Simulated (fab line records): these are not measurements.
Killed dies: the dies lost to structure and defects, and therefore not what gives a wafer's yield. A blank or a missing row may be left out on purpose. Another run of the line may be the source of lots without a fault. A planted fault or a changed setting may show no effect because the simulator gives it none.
2 desks, one fault :: flow berkeley cmos170 :: what lay behind the numbers comes last; until then each desk has only its own

== AT THE TOOL OWNER'S DESK: rie metal-03 ==
The tool's own readings at UCB170_M2_METAL_ETCH_18 (etches Al in Cl2/BCl3, stops on SiO2, target depth 1170 nm, time 195 s): means of the sampled wafers that have a number, for each lot that ran on this tool. Any lot whose mean is over 4 standard deviations away from the usual mean is out of limits and marked OUT; that distance is given in the brackets.
Columns: A = drypump motor current A at UCB170_M2_METAL_ETCH_18, usual 5.99 A; B = mfc cl2 sccm at UCB170_M2_METAL_ETCH_18, usual 89.98 sccm; C = oes product au at UCB170_M2_METAL_ETCH_18, usual 0.871 a.u.; D = throttle valve pct at UCB170_M2_METAL_ETCH_18, usual 24.28 %
lot: L215
first seen here: day 8 17:50
A: 5.73
B: 90.16
C: 0.865
D: 24.24

lot: L220
first seen here: day 9 22:34
A: 5.81
B: 89.91
C: 0.869
D: 24.41

lot: L219
first seen here: day 10 01:43
A: 5.75
B: 90.19
C: 0.869
D: 24.25

lot: L223
first seen here: day 10 02:29
A: 5.75
B: 89.79
C: 0.860
D: 24.25

lot: L224
first seen here: day 10 14:05
A: 5.74
B: 90.04
C: 0.866
D: 24.25
Result from this desk: across the 5 lots, nothing is out of limits.

== AT THE METROLOGY DESK ==
Means of the sampled wafers that have a number, per lot and without regard to the tool the lot ran on: this is what the gauges read. Any lot whose mean is over 4 standard deviations away from the usual mean is out of limits and marked OUT; that distance is given in the brackets.
Columns: A = cd nm at UCB170_V1_CD_MEAS_12, usual 700.4 nm; B = M2_OVL at UCB170_M2_OVL_MEAS_16, usual 1 nm; C = V2_POLISHED_THK at UCB170_V2_THK_MEAS_04, usual 999.9 nm
lot: L215
first seen here: day 8 14:37
A: 702.4
B: 7
C: 1000.9

lot: L214
first seen here: day 8 17:22
A: 699.4
B: -5
C: 1000.2

lot: L221
first seen here: day 9 14:37
A: 701.9
B: -10
C: 999.3

lot: L220
first seen here: day 9 18:32
A: 699.4
B: 4
C: 998.9

lot: L218
first seen here: day 9 20:41
A: 701.2
B: -7
C: 1000.4

lot: L219
first seen here: day 9 20:55
A: 699.7
B: -1
C: 1000.6

lot: L222
first seen here: day 9 21:12
A: 700.8
B: -1
C: 1000.1

lot: L223
first seen here: day 9 21:56
A: 699.0
B: 4
C: 999.1

lot: L224
first seen here: day 10 11:19
A: 700.2
B: 2
C: 1000.6

lot: L226
first seen here: day 10 23:01
A: 700.1
B: 4
C: 1000.2

lot: L228
first seen here: day 11 00:17
A: 701.6
B: 3
C: 1000.3

lot: L227
first seen here: day 11 07:26
A: 700.6
B: 3
C: 999.0

lot: L231
first seen here: day 12 01:38
A: 699.9
B: -1
C: 999.9

lot: L236
first seen here: day 12 11:02
A: 697.2
B: 7
C: 998.9

lot: L232
first seen here: day 12 14:39
A: 701.0
B: -1
C: 999.9
Result from this desk: across the 15 lots, nothing is out of limits.

== TAKEN TOGETHER ==
The desk of the tool owner found nothing out of limits.
From the metrology desk's view, nothing was out of limits.

== WHAT THE SIMULATOR HAD INSERTED ==
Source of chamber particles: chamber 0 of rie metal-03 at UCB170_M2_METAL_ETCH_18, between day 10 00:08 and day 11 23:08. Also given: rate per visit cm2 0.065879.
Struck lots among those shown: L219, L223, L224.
